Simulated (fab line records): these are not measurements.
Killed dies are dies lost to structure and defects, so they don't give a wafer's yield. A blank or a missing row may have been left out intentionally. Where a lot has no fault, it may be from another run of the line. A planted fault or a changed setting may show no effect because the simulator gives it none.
Chamber matching ; flow berkeley cmos170 ; UCB170_V1_CMP_02 on cmp-01: 4 sister chambers
The step polishes SiO2. 8 wafers are shown with their chamber, then 7 later ones without.

## WAFERS WITH THEIR CHAMBER
wafer;chamber;motor current A (A)
L394.2;0;15.4
L405.2;0;14.7
L405.6;2;14.7
L407.2;3;17.8
L407.3;2;15.0
L407.4;1;17.8
L408.1;3;17.9
L408.3;1;18.6

## WAFERS MISSING THEIR CHAMBER
wafer;motor current A (A)
L408.5;15.1
L409.1;18.5
L409.4;18.4
L409.5;15.1
L410.2;14.1
L410.5;15.1
L410.6;17.5

## WHICH CHAMBER EACH ONE RAN IN
wafer;from the rows above;in truth
L408.5;can't be placed: 0 or 2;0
L409.1;can't be placed: 1 or 3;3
L409.4;can't be placed: 1 or 3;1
L409.5;can't be placed: 0 or 2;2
L410.2;can't be placed: 2 or 0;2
L410.5;can't be placed: 0 or 2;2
L410.6;can't be placed: 3 or 1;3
Correct placement for 0 of the 7. Unplaceable from these rows: 7, with the true chamber sitting among the candidates in 7. Wrongly placed: 0.
How it was worked out, from the rows above alone: a wafer's distance from a chamber is the root of the sum, over the readings, of the square of ((its reading less the chamber's mean) divided by the reading's scatter). The wafer belongs to the nearest chamber; if the next one is less than 2 further off, it can't be placed. For every chamber, the mean is computed from those of its wafers that are shown. The scatter: take each reading less its chamber's mean, square it, sum over the shown wafers, divide by the number of wafers less the number of chambers, and take the root.
